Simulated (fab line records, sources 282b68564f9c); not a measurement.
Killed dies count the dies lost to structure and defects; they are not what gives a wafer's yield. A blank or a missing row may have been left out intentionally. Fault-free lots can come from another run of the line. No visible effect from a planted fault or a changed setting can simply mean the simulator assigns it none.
Which of the tools did it? || flow rit-cmos || 42 wafers from 14 lots sampled at 5 of the route's 202 steps

WHAT THE GAUGES SHOWED, per wafer
RIT_CONTACT_THK_MEAS_01. Usual: CONTACT_TEOS_THK typically reads 400 nm, with standard deviation 4.6.
{"lot": "L544", "measured": "day 3 06:55", "on": "film-metro-03", "CONTACT_TEOS_THK (nm)": "402 409 404", "flag": ""}
{"lot": "L545", "measured": "day 3 13:22", "on": "film-metro-04", "CONTACT_TEOS_THK (nm)": "392 401 407", "flag": ""}
{"lot": "L546", "measured": "day 3 18:16", "on": "film-metro-04", "CONTACT_TEOS_THK (nm)": "404 404 407", "flag": ""}
{"lot": "L547", "measured": "day 4 00:02", "on": "film-metro-04", "CONTACT_TEOS_THK (nm)": "390 398 393", "flag": ""}
{"lot": "L548", "measured": "day 4 04:41", "on": "film-metro-04", "CONTACT_TEOS_THK (nm)": "398 396 403", "flag": ""}
{"lot": "L551", "measured": "day 4 19:23", "on": "film-metro-02", "CONTACT_TEOS_THK (nm)": "388 393 400", "flag": ""}
{"lot": "L552", "measured": "day 4 23:59", "on": "film-metro-02", "CONTACT_TEOS_THK (nm)": "398 400 403", "flag": ""}
{"lot": "L553", "measured": "day 5 04:32", "on": "film-metro-03", "CONTACT_TEOS_THK (nm)": "402 406 402", "flag": ""}
{"lot": "L554", "measured": "day 5 09:19", "on": "film-metro-02", "CONTACT_TEOS_THK (nm)": "394 397 404", "flag": ""}
{"lot": "L559", "measured": "day 6 10:43", "on": "film-metro-02", "CONTACT_TEOS_THK (nm)": "466 469 473", "flag": "OFF"}
{"lot": "L562", "measured": "day 7 07:22", "on": "film-metro-04", "CONTACT_TEOS_THK (nm)": "466 465 473", "flag": "OFF"}
{"lot": "L563", "measured": "day 7 12:41", "on": "film-metro-02", "CONTACT_TEOS_THK (nm)": "396 401 401", "flag": ""}
{"lot": "L564", "measured": "day 7 15:03", "on": "film-metro-02", "CONTACT_TEOS_THK (nm)": "399 404 408", "flag": ""}
{"lot": "L566", "measured": "day 8 00:08", "on": "film-metro-04", "CONTACT_TEOS_THK (nm)": "400 399 406", "flag": ""}

EACH LOT AND THE TOOL THAT RAN IT (in order: tool; ch and the chambers of the sampled wafers; start)
{"lot": "L544", "RIT_NRETRO_STRIP_09": "plasma-asher-04 ch 0,1, day 2 10:20", "RIT_NSD_STRIP_09": "plasma-asher-01 ch 0,1, day 3 03:41", "RIT_SILICIDE_RTA_06": "rtp-anneal-02 ch 0, day 3 06:48", "RIT_CONTACT_CVD_00": "pecvd-04 ch 0,2, day 3 06:51"}
{"lot": "L545", "RIT_NRETRO_STRIP_09": "plasma-asher-03 ch 0,1, day 2 16:09", "RIT_NSD_STRIP_09": "plasma-asher-02 ch 0,1, day 3 10:05", "RIT_SILICIDE_RTA_06": "rtp-anneal-01 ch 0, day 3 13:14", "RIT_CONTACT_CVD_00": "pecvd-03 ch 1,2, day 3 13:19"}
{"lot": "L546", "RIT_NRETRO_STRIP_09": "plasma-asher-02 ch 0,1, day 2 21:04", "RIT_NSD_STRIP_09": "plasma-asher-02 ch 1, day 3 15:01", "RIT_SILICIDE_RTA_06": "rtp-anneal-02 ch 0, day 3 18:08", "RIT_CONTACT_CVD_00": "pecvd-02 ch 0,1,2, day 3 18:13"}
{"lot": "L547", "RIT_NRETRO_STRIP_09": "plasma-asher-02 ch 0,1, day 3 02:04", "RIT_NSD_STRIP_09": "plasma-asher-04 ch 0,1, day 3 20:46", "RIT_SILICIDE_RTA_06": "rtp-anneal-01 ch 0, day 3 23:55", "RIT_CONTACT_CVD_00": "pecvd-04 ch 0,2, day 3 23:58"}
{"lot": "L548", "RIT_NRETRO_STRIP_09": "plasma-asher-02 ch 0,1, day 3 07:09", "RIT_NSD_STRIP_09": "plasma-asher-02 ch 0,1, day 4 01:35", "RIT_SILICIDE_RTA_06": "rtp-anneal-02 ch 0, day 4 04:34", "RIT_CONTACT_CVD_00": "pecvd-03 ch 0,1, day 4 04:37"}
{"lot": "L551", "RIT_NRETRO_STRIP_09": "plasma-asher-03 ch 0,1, day 3 21:54", "RIT_NSD_STRIP_09": "plasma-asher-02 ch 0,1, day 4 16:07", "RIT_SILICIDE_RTA_06": "rtp-anneal-01 ch 0, day 4 19:16", "RIT_CONTACT_CVD_00": "pecvd-03 ch 0,2, day 4 19:19"}
{"lot": "L552", "RIT_NRETRO_STRIP_09": "plasma-asher-02 ch 0,1, day 4 03:38", "RIT_NSD_STRIP_09": "plasma-asher-02 ch 0,1, day 4 20:49", "RIT_SILICIDE_RTA_06": "rtp-anneal-02 ch 0, day 4 23:52", "RIT_CONTACT_CVD_00": "pecvd-02 ch 1,2, day 4 23:56"}
{"lot": "L553", "RIT_NRETRO_STRIP_09": "plasma-asher-03 ch 0,1, day 4 08:04", "RIT_NSD_STRIP_09": "plasma-asher-04 ch 0,1, day 5 01:16", "RIT_SILICIDE_RTA_06": "rtp-anneal-01 ch 0, day 5 04:25", "RIT_CONTACT_CVD_00": "pecvd-04 ch 0,2, day 5 04:28"}
{"lot": "L554", "RIT_NRETRO_STRIP_09": "plasma-asher-04 ch 0,1, day 4 12:53", "RIT_NSD_STRIP_09": "plasma-asher-01 ch 0,1, day 5 06:08", "RIT_SILICIDE_RTA_06": "rtp-anneal-02 ch 0, day 5 09:11", "RIT_CONTACT_CVD_00": "pecvd-03 ch 0,1, day 5 09:16"}
{"lot": "L559", "RIT_NRETRO_STRIP_09": "plasma-asher-04 ch 0,1, day 5 13:31", "RIT_NSD_STRIP_09": "plasma-asher-01 ch 0,1, day 6 07:35", "RIT_SILICIDE_RTA_06": "rtp-anneal-01 ch 0, day 6 10:36", "RIT_CONTACT_CVD_00": "pecvd-04 ch 0,2, day 6 10:40"}
{"lot": "L562", "RIT_NRETRO_STRIP_09": "plasma-asher-02 ch 0,1, day 6 07:15", "RIT_NSD_STRIP_09": "plasma-asher-02 ch 0,1, day 7 04:06", "RIT_SILICIDE_RTA_06": "rtp-anneal-02 ch 0, day 7 07:16", "RIT_CONTACT_CVD_00": "pecvd-04 ch 0,1,2, day 7 07:19"}
{"lot": "L563", "RIT_NRETRO_STRIP_09": "plasma-asher-04 ch 0,1, day 6 12:33", "RIT_NSD_STRIP_09": "plasma-asher-02 ch 0,1, day 7 09:23", "RIT_SILICIDE_RTA_06": "rtp-anneal-01 ch 0, day 7 12:34", "RIT_CONTACT_CVD_00": "pecvd-03 ch 0,2, day 7 12:37"}
{"lot": "L564", "RIT_NRETRO_STRIP_09": "plasma-asher-04 ch 0,1, day 6 17:21", "RIT_NSD_STRIP_09": "plasma-asher-02 ch 0,1, day 7 11:55", "RIT_SILICIDE_RTA_06": "rtp-anneal-01 ch 0, day 7 14:56", "RIT_CONTACT_CVD_00": "pecvd-02 ch 1,2, day 7 14:59"}
{"lot": "L566", "RIT_NRETRO_STRIP_09": "plasma-asher-03 ch 0,1, day 7 02:47", "RIT_NSD_STRIP_09": "plasma-asher-02 ch 0,1, day 7 20:59", "RIT_SILICIDE_RTA_06": "rtp-anneal-01 ch 0, day 8 00:01", "RIT_CONTACT_CVD_00": "pecvd-03 ch 0,1,2, day 8 00:05"}
- RIT_NRETRO_STRIP_09: strips in O2, time 180 s.
- RIT_NSD_STRIP_09: strips in O2, time 180 s.
- RIT_SILICIDE_RTA_06: time 10 s, ramp up 5 s, ramp down 10 s.
- RIT_CONTACT_CVD_00: deposits SiO2 from TEOS, target thk 400 nm, time 61 s.

AS READ BY THE TOOLS THEMSELVES (means over the sampled wafers that have a number; for cases with no such wafer, the mark the record gives instead)
RIT_NRETRO_STRIP_09. Usual: drypump-motor-current-A 5.42 A, standard deviation 0.28.
{"lot": "L544", "tool": "plasma-asher-04", "drypump-motor-current-A (A)": 5.32, "flag": ""}
{"lot": "L545", "tool": "plasma-asher-03", "drypump-motor-current-A (A)": 5.57, "flag": ""}
{"lot": "L546", "tool": "plasma-asher-02", "drypump-motor-current-A (A)": 5.41, "flag": ""}
{"lot": "L547", "tool": "plasma-asher-02", "drypump-motor-current-A (A)": 5.46, "flag": ""}
{"lot": "L548", "tool": "plasma-asher-02", "drypump-motor-current-A (A)": 5.21, "flag": ""}
{"lot": "L551", "tool": "plasma-asher-03", "drypump-motor-current-A (A)": 5.78, "flag": ""}
{"lot": "L552", "tool": "plasma-asher-02", "drypump-motor-current-A (A)": 5.21, "flag": ""}
{"lot": "L553", "tool": "plasma-asher-03", "drypump-motor-current-A (A)": 5.56, "flag": ""}
{"lot": "L554", "tool": "plasma-asher-04", "drypump-motor-current-A (A)": 5.30, "flag": ""}
{"lot": "L559", "tool": "plasma-asher-04", "drypump-motor-current-A (A)": 5.32, "flag": ""}
{"lot": "L562", "tool": "plasma-asher-02", "drypump-motor-current-A (A)": 5.22, "flag": ""}
{"lot": "L563", "tool": "plasma-asher-04", "drypump-motor-current-A (A)": 5.33, "flag": ""}
{"lot": "L564", "tool": "plasma-asher-04", "drypump-motor-current-A (A)": 5.34, "flag": ""}
{"lot": "L566", "tool": "plasma-asher-03", "drypump-motor-current-A (A)": 5.78, "flag": ""}

RIT_NSD_STRIP_09. Usual: drypump-motor-current-A 5.32 A, standard deviation 0.25.
{"lot": "L544", "tool": "plasma-asher-01", "drypump-motor-current-A (A)": 5.30, "flag": ""}
{"lot": "L545", "tool": "plasma-asher-02", "drypump-motor-current-A (A)": 5.41, "flag": ""}
{"lot": "L546", "tool": "plasma-asher-02", "drypump-motor-current-A (A)": 5.67, "flag": ""}
{"lot": "L547", "tool": "plasma-asher-04", "drypump-motor-current-A (A)": 5.37, "flag": ""}
{"lot": "L548", "tool": "plasma-asher-02", "drypump-motor-current-A (A)": 5.40, "flag": ""}
{"lot": "L551", "tool": "plasma-asher-02", "drypump-motor-current-A (A)": 5.41, "flag": ""}
{"lot": "L552", "tool": "plasma-asher-02", "drypump-motor-current-A (A)": 5.42, "flag": ""}
{"lot": "L553", "tool": "plasma-asher-04", "drypump-motor-current-A (A)": 5.33, "flag": ""}
{"lot": "L554", "tool": "plasma-asher-01", "drypump-motor-current-A (A)": 5.30, "flag": ""}
{"lot": "L559", "tool": "plasma-asher-01", "drypump-motor-current-A (A)": 5.29, "flag": ""}
{"lot": "L562", "tool": "plasma-asher-02", "drypump-motor-current-A (A)": 5.20, "flag": ""}
{"lot": "L563", "tool": "plasma-asher-02", "drypump-motor-current-A (A)": 5.45, "flag": ""}
{"lot": "L564", "tool": "plasma-asher-02", "drypump-motor-current-A (A)": 5.20, "flag": ""}
{"lot": "L566", "tool": "plasma-asher-02", "drypump-motor-current-A (A)": 5.22, "flag": ""}

RIT_SILICIDE_RTA_06. Usual: wafer_temp_C_max 754.5, standard deviation 1.1.
{"lot": "L544", "tool": "rtp-anneal-02", "wafer_temp_C_max": 754.2, "flag": ""}
{"lot": "L545", "tool": "rtp-anneal-01", "wafer_temp_C_max": 755.8, "flag": ""}
{"lot": "L546", "tool": "rtp-anneal-02", "wafer_temp_C_max": 753.5, "flag": ""}
{"lot": "L547", "tool": "rtp-anneal-01", "wafer_temp_C_max": 753.7, "flag": ""}
{"lot": "L548", "tool": "rtp-anneal-02", "wafer_temp_C_max": 753.3, "flag": ""}
{"lot": "L551", "tool": "rtp-anneal-01", "wafer_temp_C_max": 755.5, "flag": ""}
{"lot": "L552", "tool": "rtp-anneal-02", "wafer_temp_C_max": 754.3, "flag": ""}
{"lot": "L553", "tool": "rtp-anneal-01", "wafer_temp_C_max": 755.2, "flag": ""}
{"lot": "L554", "tool": "rtp-anneal-02", "wafer_temp_C_max": 753.6, "flag": ""}
{"lot": "L559", "tool": "rtp-anneal-01", "wafer_temp_C_max": 754.2, "flag": ""}
{"lot": "L562", "tool": "rtp-anneal-02", "wafer_temp_C_max": 754.1, "flag": ""}
{"lot": "L563", "tool": "rtp-anneal-01", "wafer_temp_C_max": 755.4, "flag": ""}
{"lot": "L564", "tool": "rtp-anneal-01", "wafer_temp_C_max": 754.8, "flag": ""}
{"lot": "L566", "tool": "rtp-anneal-01", "wafer_temp_C_max": 754.6, "flag": ""}

RIT_CONTACT_CVD_00. Usual: heater-power-w 328 W, standard deviation 45; run-length-s 89.1 s, standard deviation 0.62.
{"lot": "L544", "tool": "pecvd-04", "heater-power-w (W)": 360, "run-length-s (s)": 88.6, "flag": ""}
{"lot": "L545", "tool": "pecvd-03", "heater-power-w (W)": 323, "run-length-s (s)": 88.9, "flag": ""}
{"lot": "L546", "tool": "pecvd-02", "heater-power-w (W)": 323, "run-length-s (s)": 89.5, "flag": ""}
{"lot": "L547", "tool": "pecvd-04", "heater-power-w (W)": 355, "run-length-s (s)": 89.2, "flag": ""}
{"lot": "L548", "tool": "pecvd-03", "heater-power-w (W)": 297, "run-length-s (s)": 88.8, "flag": ""}
{"lot": "L551", "tool": "pecvd-03", "heater-power-w (W)": 343, "run-length-s (s)": 88.6, "flag": ""}
{"lot": "L552", "tool": "pecvd-02", "heater-power-w (W)": 315, "run-length-s (s)": 89.7, "flag": ""}
{"lot": "L553", "tool": "pecvd-04", "heater-power-w (W)": 346, "run-length-s (s)": 88.8, "flag": ""}
{"lot": "L554", "tool": "pecvd-03", "heater-power-w (W)": 313, "run-length-s (s)": 88.4, "flag": ""}
{"lot": "L559", "tool": "pecvd-04", "heater-power-w (W)": 371, "run-length-s (s)": 99.6, "flag": "OFF"}
{"lot": "L562", "tool": "pecvd-04", "heater-power-w (W)": 326, "run-length-s (s)": 99.1, "flag": "OFF"}
{"lot": "L563", "tool": "pecvd-03", "heater-power-w (W)": 326, "run-length-s (s)": 88.6, "flag": ""}
{"lot": "L564", "tool": "pecvd-02", "heater-power-w (W)": 302, "run-length-s (s)": 89.9, "flag": ""}
{"lot": "L566", "tool": "pecvd-03", "heater-power-w (W)": 334, "run-length-s (s)": 88.7, "flag": ""}

THE ANSWER, worked out from the rows above alone
Rule: lot off if the mean of its wafers having a number is beyond 3 standard deviations from the usual mean. Also off: a lot with no number at a reading for which 4 or more lots have one. Where the step has rows for the other lots, those lots are counted as sound. First the gauges in route order, then the tools' own readings, where a lot's mean is used as printed above. The first step at which some lot is off is used, and at that step the reading that is off furthest; a lot without a number counts as furthest.
Off: L559, L562, at RIT_CONTACT_THK_MEAS_01 (CONTACT_TEOS_THK).
A tool fits if, at a process step before that reading, it ran every lot that is off, and no sound lot after the first of them. The gauges at RIT_CONTACT_THK_MEAS_01 aren't tried: what is off there is off at RIT_CONTACT_CVD_00 too, on other tools, and a gauge's error can't cause that. One candidate fits, namely pecvd-04 at RIT_CONTACT_CVD_00. Its last sound lot is L553 (day 5 04:28), its first lot that is off L559 (day 6 10:40): a fault that began between those two fits.
The tool's own readings at RIT_CONTACT_CVD_00 bear it out: on the lots that are off they differ by more than 5 times the standard deviation of the sound lots' means. run-length-s reads 99.3 s there against 89.0 s on the sound lots.

WHAT HAD BEEN PUT IN BY THE SIMULATOR
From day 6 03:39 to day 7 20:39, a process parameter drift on pecvd-04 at RIT_CONTACT_CVD_00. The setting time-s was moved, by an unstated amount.
Shown lots that were struck: L559, L562. The rule above found the same.
